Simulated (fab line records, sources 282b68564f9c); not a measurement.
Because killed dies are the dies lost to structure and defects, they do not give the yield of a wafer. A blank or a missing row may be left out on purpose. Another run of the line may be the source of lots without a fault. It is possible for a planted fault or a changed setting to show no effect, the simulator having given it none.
The tool behind it: which one?    flow rit_cmos    15 lots with 45 wafers sampled at 2 steps, on a route of 202 steps

WHAT THE GAUGES READ, wafer by wafer
RIT_SDANNEAL_RS_MEAS_05: measurement is done with a four-point probe.
lot   measured     on             NSD_RS (ohm/sq)
L142  day 3 20:12  film_metro-01  84.42 84.57 84.55
L144  day 4 20:53  film_metro-02  84.91 85.00 84.78
L145  day 4 20:59  film_metro-03  84.68 84.52 84.50
L146  day 5 04:34  film_metro-03  84.64 84.62 84.66
L148  day 5 05:07  film_metro-01  84.52 84.36 84.45
L147  day 5 18:13  film_metro-02  84.57 84.51 84.79
L149  day 5 17:52  film_metro-03  84.84 84.60 84.58
L151  day 5 18:27  film_metro-03  86.79 86.60 86.92
L156  day 6 17:46  film_metro-01  86.64 86.53 86.31
L155  day 6 20:16  film_metro-02  87.17 87.16 87.07
L159  day 7 03:51  film_metro-01  84.00 83.87 84.21
L160  day 7 07:22  film_metro-02  84.52 84.51 84.33
L161  day 7 11:44  film_metro-02  84.48 84.43 84.33
L162  day 7 16:12  film_metro-03  84.46 84.45 84.10
L163  day 7 17:19  film_metro-03  84.62 84.46 84.59

EACH LOT AND THE TOOL THAT RAN IT (in order: tool; ch and the chambers of the sampled wafers; start)
lot   RIT_NSD_IMPLANT_08
L142  implanter-04 ch 0, day 3 17:27
L144  implanter-04 ch 0, day 4 18:19
L145  implanter-03 ch 0, day 4 18:26
L146  implanter-04 ch 0, day 5 01:10
L148  implanter-03 ch 0, day 5 01:29
L147  implanter-04 ch 0, day 5 04:45
L149  implanter-04 ch 0, day 5 14:48
L151  implanter-03 ch 0, day 5 15:41
L156  implanter-03 ch 0, day 6 15:14
L155  implanter-03 ch 0, day 6 17:37
L159  implanter-04 ch 0, day 7 00:59
L160  implanter-01 ch 0, day 7 05:02
L161  implanter-01 ch 0, day 7 09:13
L162  implanter-01 ch 0, day 7 13:34
L163  implanter-04 ch 0, day 7 14:56
- RIT_NSD_IMPLANT_08

AS READ BY THE TOOLS THEMSELVES (means over the sampled wafers that have a number; for cases with no such wafer, the mark the record gives instead)
RIT_NSD_IMPLANT_08.
lot   tool          dose_ions_cm2  faraday_current_uA
L142  implanter-04  1.001e+15      3137
L144  implanter-04  9.984e+14      3097
L145  implanter-03  1.001e+15      3108
L146  implanter-04  1.000e+15      3130
L148  implanter-03  1.000e+15      3164
L147  implanter-04  1.000e+15      3107
L149  implanter-04  1.000e+15      3155
L151  implanter-03  9.694e+14      3021
L156  implanter-03  9.684e+14      3016
L155  implanter-03  9.700e+14      3034
L159  implanter-04  9.991e+14      3110
L160  implanter-01  9.989e+14      3107
L161  implanter-01  1.000e+15      3088
L162  implanter-01  1.000e+15      3189
L163  implanter-04  9.995e+14      3108

THE ANSWER, worked out from the rows above alone
Rule: the lots themselves supply what counts as usual. Put in order of their means at a reading, lots are off if they are a third of the lots or fewer, leave a main group of 4 or more, and stand apart from it by a gap of 3 or more times the standard deviation of the main group's means; of several such gaps the widest counts. A main group whose means are all the same, to the digits that the tables above print for the reading, isn't used. Also off: a lot with no number at a reading for which 4 or more lots have one. All remaining lots with rows at the step are treated as sound. Order of review: gauges by route order, followed by the tools' own readings, for which a lot's mean as printed above is used. The first step at which some lot is off is used, and at that step the reading that is off furthest; a lot without a number counts as furthest.
Off: L151, L156, L155, seen at RIT_SDANNEAL_RS_MEAS_05 (NSD_RS). Mean 84.51 ohm/sq and standard deviation 0.2 in the main group.
If a tool, at a process step before that reading, ran all the lots that are off and no sound lot after the first of them, it fits. Not tried: the gauges at RIT_SDANNEAL_RS_MEAS_05; whatever is off there is also off at RIT_NSD_IMPLANT_08, on other tools, and gauge error can't account for it. One fits: implanter-03 at RIT_NSD_IMPLANT_08. Its last sound lot is L148 (day 5 01:29), its first lot that is off L151 (day 5 15:41): a fault that began between those two fits.
The tool's own readings at RIT_NSD_IMPLANT_08 bear it out: on the lots that are off they differ by more than 5 times the standard deviation of the sound lots' means. dose_ions_cm2 reads 9.693e+14 there against 9.998e+14 on the sound lots.

WHAT WAS PUT IN BY THE SIMULATOR
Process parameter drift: implanter-03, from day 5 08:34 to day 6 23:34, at RIT_NSD_IMPLANT_08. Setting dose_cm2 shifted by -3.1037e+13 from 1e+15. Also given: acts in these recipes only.
Struck lots among those shown: L151, L156, L155. The rule given above showed the same thing.
